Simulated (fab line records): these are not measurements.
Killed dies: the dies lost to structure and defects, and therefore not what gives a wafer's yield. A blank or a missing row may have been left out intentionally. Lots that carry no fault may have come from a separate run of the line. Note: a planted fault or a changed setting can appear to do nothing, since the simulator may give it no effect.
Which tool did it? ; flow berkeley cmos170 ; 45 wafers from 15 lots sampled at 2 of the route's 331 steps

== WHAT THE GAUGES SHOWED, per wafer ==
UCB170_PSD_OVL_MEAS_07. Usual: PSD_OVL 3 nm, standard deviation 5.6.
lot;measured;on;PSD_OVL (nm);flag
L101;day 7 04:41;overlay-02;8 11 9;
L100;day 7 04:58;overlay-02;4 7 8;
L102;day 7 05:05;overlay-01;-1 6 6;
L999;day 7 05:08;overlay-02;1 0 1;
L103;day 7 12:53;overlay-02;12 12 1;
L104;day 7 13:01;overlay-01;-2 17 5;
L106;day 8 07:49;overlay-01;11 5 4;
L109;day 9 01:49;overlay-02;-169 -168 -165 -165 -165 -175;OFF
L110;day 9 08:10;overlay-01;-157 -151 -149 -154 -148 -158;OFF
L111;day 9 08:17;overlay-02;3 2 12;
L112;day 9 12:35;overlay-02;-160 -156 -156 -156 -153 -165;OFF
L113;day 10 02:13;overlay-01;-154 -156 -143 -151 -166 -140;OFF
L115;day 10 11:52;overlay-02;3 -5 -5;
L119;day 11 01:43;overlay-02;2 1 17;
L121;day 11 14:13;overlay-01;-2 8 9;

== WHAT TOOL EACH LOT RAN ON (gives the tool, then ch and the chambers of the sampled wafers, and finally the start) ==
lot;UCB170_PSD_EXPOSE_03
L101;krf scanner-01 ch 0, day 7 03:49
L100;krf scanner-01 ch 0, day 7 03:58
L102;krf scanner-02 ch 0, day 7 04:17
L999;krf scanner-01 ch 0, day 7 04:33
L103;krf scanner-02 ch 0, day 7 12:22
L104;krf scanner-02 ch 0, day 7 12:31
L106;krf scanner-02 ch 0, day 8 07:05
L109;krf scanner-01 ch 0, day 9 01:18
L110;krf scanner-01 ch 0, day 9 07:31
L111;krf scanner-02 ch 0, day 9 07:46
L112;krf scanner-01 ch 0, day 9 11:43
L113;krf scanner-01 ch 0, day 10 00:56
L115;krf scanner-02 ch 0, day 10 11:22
L119;krf scanner-02 ch 0, day 11 01:12
L121;krf scanner-02 ch 0, day 11 13:38
- UCB170_PSD_EXPOSE_03: exposes mask PSELECT MOD, target cd 1200 nm.

== WHAT THE TOOLS THEMSELVES READ (means of the sampled wafers that have a number; where no wafer has one, the mark that the record gives instead) ==
The record holds no such reading with a usual standard deviation.

== THE ANSWER, worked out from the rows above alone ==
Rule: lot off if the mean of its wafers having a number is beyond 3 standard deviations from the usual mean. Also off: a lot with no number at a reading for which 4 or more lots have one. Any other lot the step has rows for is counted as sound. First the gauges in route order, then the tools' own readings, where a lot's mean is used as printed above. The first step at which some lot is off is used, and at that step the reading that is off furthest; a lot without a number counts as furthest.
Off: L109, L110, L112, L113, seen at UCB170_PSD_OVL_MEAS_07 (PSD_OVL).
A tool fits if, at a process step before that reading, it ran every lot that is off, and no sound lot after the first of them. Those tools and the gauges at UCB170_PSD_OVL_MEAS_07 are tried in the same way. One fits: UCB170_PSD_EXPOSE_03 on krf scanner-01. Its last sound lot is L999 (day 7 04:33), its first lot that is off L109 (day 9 01:18): a fault that began between those two fits.

== WHAT THE SIMULATOR HAD INSERTED ==
Scanner matching overlay: krf scanner-01, from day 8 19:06 on, at UCB170_PSD_EXPOSE_03. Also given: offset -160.
Shown lots that were struck: L109, L110, L112, L113. The same result came from the rule above.
